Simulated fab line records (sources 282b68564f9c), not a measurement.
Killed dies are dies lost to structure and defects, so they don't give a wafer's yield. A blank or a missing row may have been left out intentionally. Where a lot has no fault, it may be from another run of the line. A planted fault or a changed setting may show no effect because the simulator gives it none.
What tool caused it? / flow rit cmos / 14 lots, 42 wafers sampled, at 5 steps of a route of 202

WHAT THE GAUGES READ, wafer by wafer
RIT_NSD_TW_MEAS_10.
lot=L961; measured=day 3 05:38; on=film metro-02; NSD_TW=3180 3161 3176
lot=L963; measured=day 3 16:37; on=film metro-01; NSD_TW=3155 3182 3159
lot=L967; measured=day 4 09:37; on=film metro-01; NSD_TW=3138 3164 3171
lot=L970; measured=day 5 01:46; on=film metro-02; NSD_TW=3146 3166 3165
lot=L971; measured=day 5 03:41; on=film metro-02; NSD_TW=2724 2724 2743
lot=L972; measured=day 5 08:32; on=film metro-01; NSD_TW=2740 2762 2751
lot=L974; measured=day 5 22:04; on=film metro-03; NSD_TW=3090 3065 3066
lot=L977; measured=day 6 09:44; on=film metro-02; NSD_TW=3162 3161 3170
lot=L979; measured=day 6 20:58; on=film metro-02; NSD_TW=3136 3142 3164
lot=L980; measured=day 7 03:27; on=film metro-02; NSD_TW=3152 3167 3174
lot=L981; measured=day 7 05:20; on=film metro-01; NSD_TW=3179 3178 3195
lot=L982; measured=day 7 11:29; on=film metro-03; NSD_TW=3085 3085 3069
lot=L983; measured=day 7 19:24; on=film metro-03; NSD_TW=3084 3093 3089
lot=L984; measured=day 7 23:16; on=film metro-01; NSD_TW=3188 3183 3183

RIT_SDANNEAL_RS_MEAS_05: measurement is done with a four-point probe.
lot=L961; measured=day 3 07:48; on=film metro-01; NSD_RS (ohm/sq)=84.47 84.55 84.51
lot=L963; measured=day 3 18:49; on=film metro-01; NSD_RS (ohm/sq)=84.82 84.74 84.81
lot=L967; measured=day 4 11:52; on=film metro-01; NSD_RS (ohm/sq)=84.81 84.43 84.69
lot=L970; measured=day 5 04:03; on=film metro-01; NSD_RS (ohm/sq)=84.52 84.49 84.82
lot=L971; measured=day 5 05:43; on=film metro-02; NSD_RS (ohm/sq)=138.07 138.00 138.11
lot=L972; measured=day 5 10:45; on=film metro-01; NSD_RS (ohm/sq)=138.17 137.07 137.97
lot=L974; measured=day 6 00:36; on=film metro-01; NSD_RS (ohm/sq)=85.05 84.86 84.48
lot=L977; measured=day 6 11:55; on=film metro-03; NSD_RS (ohm/sq)=85.07 84.67 84.89
lot=L979; measured=day 6 23:10; on=film metro-02; NSD_RS (ohm/sq)=84.84 84.58 84.73
lot=L980; measured=day 7 05:40; on=film metro-02; NSD_RS (ohm/sq)=84.18 84.13 84.03
lot=L981; measured=day 7 07:32; on=film metro-02; NSD_RS (ohm/sq)=84.43 84.15 84.32
lot=L982; measured=day 7 14:14; on=film metro-03; NSD_RS (ohm/sq)=84.52 84.65 84.66
lot=L983; measured=day 7 21:54; on=film metro-01; NSD_RS (ohm/sq)=84.09 84.28 84.18
lot=L984; measured=day 8 01:25; on=film metro-03; NSD_RS (ohm/sq)=84.19 84.13 83.93

RIT_CONTACT_OVL_MEAS_09.
lot=L961; measured=day 3 10:20; on=overlay-02; CONTACT_OVL (nm)=0.5 -0.4 -0.1
lot=L963; measured=day 3 20:52; on=overlay-02; CONTACT_OVL (nm)=1.3 3.2 1.7
lot=L967; measured=day 4 14:03; on=overlay-02; CONTACT_OVL (nm)=1.5 2.7 2.1
lot=L970; measured=day 5 06:15; on=overlay-01; CONTACT_OVL (nm)=4.1 3.0 2.6
lot=L971; measured=day 5 07:48; on=overlay-01; CONTACT_OVL (nm)=1.8 2.0 2.9
lot=L972; measured=day 5 12:56; on=overlay-02; CONTACT_OVL (nm)=0.6 0.3 1.0
lot=L974; measured=day 6 02:54; on=overlay-02; CONTACT_OVL (nm)=0.2 1.8 -0.6
lot=L977; measured=day 6 14:06; on=overlay-01; CONTACT_OVL (nm)=1.0 0.6 0.1
lot=L979; measured=day 7 01:17; on=overlay-02; CONTACT_OVL (nm)=-0.3 0.1 2.4
lot=L980; measured=day 7 07:44; on=overlay-01; CONTACT_OVL (nm)=0.5 2.4 1.9
lot=L981; measured=day 7 09:37; on=overlay-02; CONTACT_OVL (nm)=-1.4 -0.5 2.4
lot=L982; measured=day 7 16:20; on=overlay-02; CONTACT_OVL (nm)=1.9 -1.2 1.6
lot=L983; measured=day 8 00:07; on=overlay-02; CONTACT_OVL (nm)=1.5 -0.4 0.1
lot=L984; measured=day 8 03:37; on=overlay-01; CONTACT_OVL (nm)=0.5 0.9 0.9

EACH LOT AND THE TOOL THAT RAN IT (in order: tool; ch and the chambers of the sampled wafers; start)
lot=L961; RIT_NSD_IMPLANT_08=implanter-03 ch 0, day 3 05:19; RIT_SDANNEAL_RTA_03=rtp anneal-02 ch 0, day 3 07:37
lot=L963; RIT_NSD_IMPLANT_08=implanter-04 ch 0, day 3 16:20; RIT_SDANNEAL_RTA_03=rtp anneal-02 ch 0, day 3 18:36
lot=L967; RIT_NSD_IMPLANT_08=implanter-03 ch 0, day 4 09:19; RIT_SDANNEAL_RTA_03=rtp anneal-02 ch 0, day 4 11:40
lot=L970; RIT_NSD_IMPLANT_08=implanter-03 ch 0, day 5 01:26; RIT_SDANNEAL_RTA_03=rtp anneal-01 ch 0, day 5 03:52
lot=L971; RIT_NSD_IMPLANT_08=implanter-03 ch 0, day 5 03:21; RIT_SDANNEAL_RTA_03=rtp anneal-02 ch 0, day 5 05:32
lot=L972; RIT_NSD_IMPLANT_08=implanter-03 ch 0, day 5 08:14; RIT_SDANNEAL_RTA_03=rtp anneal-01 ch 0, day 5 10:34
lot=L974; RIT_NSD_IMPLANT_08=implanter-02 ch 0, day 5 21:44; RIT_SDANNEAL_RTA_03=rtp anneal-01 ch 0, day 6 00:25
lot=L977; RIT_NSD_IMPLANT_08=implanter-04 ch 0, day 6 09:25; RIT_SDANNEAL_RTA_03=rtp anneal-02 ch 0, day 6 11:44
lot=L979; RIT_NSD_IMPLANT_08=implanter-02 ch 0, day 6 20:40; RIT_SDANNEAL_RTA_03=rtp anneal-02 ch 0, day 6 22:58
lot=L980; RIT_NSD_IMPLANT_08=implanter-04 ch 0, day 7 03:07; RIT_SDANNEAL_RTA_03=rtp anneal-01 ch 0, day 7 05:29
lot=L981; RIT_NSD_IMPLANT_08=implanter-04 ch 0, day 7 05:01; RIT_SDANNEAL_RTA_03=rtp anneal-02 ch 0, day 7 07:22
lot=L982; RIT_NSD_IMPLANT_08=implanter-04 ch 0, day 7 11:10; RIT_SDANNEAL_RTA_03=rtp anneal-01 ch 0, day 7 14:04
lot=L983; RIT_NSD_IMPLANT_08=implanter-04 ch 0, day 7 19:05; RIT_SDANNEAL_RTA_03=rtp anneal-02 ch 0, day 7 21:43
lot=L984; RIT_NSD_IMPLANT_08=implanter-04 ch 0, day 7 22:57; RIT_SDANNEAL_RTA_03=rtp anneal-01 ch 0, day 8 01:14
- RIT_NSD_IMPLANT_08
- RIT_SDANNEAL_RTA_03: time 5 s.

AS READ BY THE TOOLS THEMSELVES (means over the sampled wafers that have a number; for cases with no such wafer, the mark the record gives instead)
RIT_NSD_IMPLANT_08.
lot=L961; tool=implanter-03; dose ions cm2=9.992e+14; faraday current uA=3136; tilt deg (degrees)=6.984
lot=L963; tool=implanter-04; dose ions cm2=9.997e+14; faraday current uA=3170; tilt deg (degrees)=7.018
lot=L967; tool=implanter-03; dose ions cm2=9.990e+14; faraday current uA=3156; tilt deg (degrees)=7.020
lot=L970; tool=implanter-03; dose ions cm2=1.000e+15; faraday current uA=3140; tilt deg (degrees)=6.989
lot=L971; tool=implanter-03; dose ions cm2=5.515e+14; faraday current uA=1724; tilt deg (degrees)=6.991
lot=L972; tool=implanter-03; dose ions cm2=5.501e+14; faraday current uA=1769; tilt deg (degrees)=7.003
lot=L974; tool=implanter-02; dose ions cm2=9.996e+14; faraday current uA=3131; tilt deg (degrees)=7.001
lot=L977; tool=implanter-04; dose ions cm2=9.988e+14; faraday current uA=3158; tilt deg (degrees)=7.008
lot=L979; tool=implanter-02; dose ions cm2=1.000e+15; faraday current uA=3131; tilt deg (degrees)=6.976
lot=L980; tool=implanter-04; dose ions cm2=1.000e+15; faraday current uA=3090; tilt deg (degrees)=6.983
lot=L981; tool=implanter-04; dose ions cm2=9.995e+14; faraday current uA=3151; tilt deg (degrees)=7.010
lot=L982; tool=implanter-04; dose ions cm2=1.000e+15; faraday current uA=3113; tilt deg (degrees)=7.027
lot=L983; tool=implanter-04; dose ions cm2=1.000e+15; faraday current uA=3163; tilt deg (degrees)=7.010
lot=L984; tool=implanter-04; dose ions cm2=9.996e+14; faraday current uA=3130; tilt deg (degrees)=6.996

RIT_SDANNEAL_RTA_03.
lot=L961; tool=rtp anneal-02; anneal temp c max=1054.7; wafer_temp_C_max=1053.6
lot=L963; tool=rtp anneal-02; anneal temp c max=1055.4; wafer_temp_C_max=1053.7
lot=L967; tool=rtp anneal-02; anneal temp c max=1054.6; wafer_temp_C_max=1053.3
lot=L970; tool=rtp anneal-01; anneal temp c max=1054.6; wafer_temp_C_max=1055.6
lot=L971; tool=rtp anneal-02; anneal temp c max=1054.4; wafer_temp_C_max=1053.1
lot=L972; tool=rtp anneal-01; anneal temp c max=1054.5; wafer_temp_C_max=1053.9
lot=L974; tool=rtp anneal-01; anneal temp c max=1054.0; wafer_temp_C_max=1053.1
lot=L977; tool=rtp anneal-02; anneal temp c max=1054.5; wafer_temp_C_max=1053.2
lot=L979; tool=rtp anneal-02; anneal temp c max=1055.2; wafer_temp_C_max=1053.5
lot=L980; tool=rtp anneal-01; anneal temp c max=1054.8; wafer_temp_C_max=1053.7
lot=L981; tool=rtp anneal-02; anneal temp c max=1054.8; wafer_temp_C_max=1053.3
lot=L982; tool=rtp anneal-01; anneal temp c max=1054.0; wafer_temp_C_max=1052.7
lot=L983; tool=rtp anneal-02; anneal temp c max=1053.7; wafer_temp_C_max=1051.7
lot=L984; tool=rtp anneal-01; anneal temp c max=1054.4; wafer_temp_C_max=1053.2

THE ANSWER, worked out from the rows above alone
Rule: the lots themselves supply what counts as usual. Put in order of their means at a reading, lots are off if they are a third of the lots or fewer, leave a main group of 4 or more, and stand apart from it by a gap of 3 or more times the standard deviation of the main group's means; of several such gaps the widest counts. Not used: any main group whose means are identical at the precision the tables above print for the reading. Also off: a lot with no number at a reading for which 4 or more lots have one. The other lots that the step has rows for count as sound. First the gauges in route order, then the tools' own readings, where a lot's mean is used as printed above. At the first step where some lot is off, the reading lying furthest off is the one used; lots without a number count as furthest.
Off: L971, L972, seen at RIT_NSD_TW_MEAS_10 (NSD_TW). For the main group the mean is 3145 and the standard deviation 39.
A tool fits if, at a process step before that reading, it ran every lot that is off, and no sound lot after the first of them. The gauges at RIT_NSD_TW_MEAS_10 aren't tried: what is off there is off at RIT_NSD_IMPLANT_08 too, on other tools, and a gauge's error can't cause that. One candidate fits, namely implanter-03 at RIT_NSD_IMPLANT_08. A fault onset in the window from L970 (day 5 01:26, its last sound lot) to L971 (day 5 03:21, its first lot off) fits.
The tool's own readings at RIT_NSD_IMPLANT_08 bear it out: on the lots that are off they differ by more than 5 times the standard deviation of the sound lots' means. dose ions cm2 reads 5.508e+14 there against 9.996e+14 on the sound lots; faraday current uA reads 1746 there against 3139 on the sound lots.

WHAT WAS PUT IN BY THE SIMULATOR
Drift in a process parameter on implanter-03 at RIT_NSD_IMPLANT_08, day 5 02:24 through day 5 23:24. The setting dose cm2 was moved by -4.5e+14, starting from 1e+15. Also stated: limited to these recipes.
Lots struck among those shown: L971, L972. The same result came from the rule above.
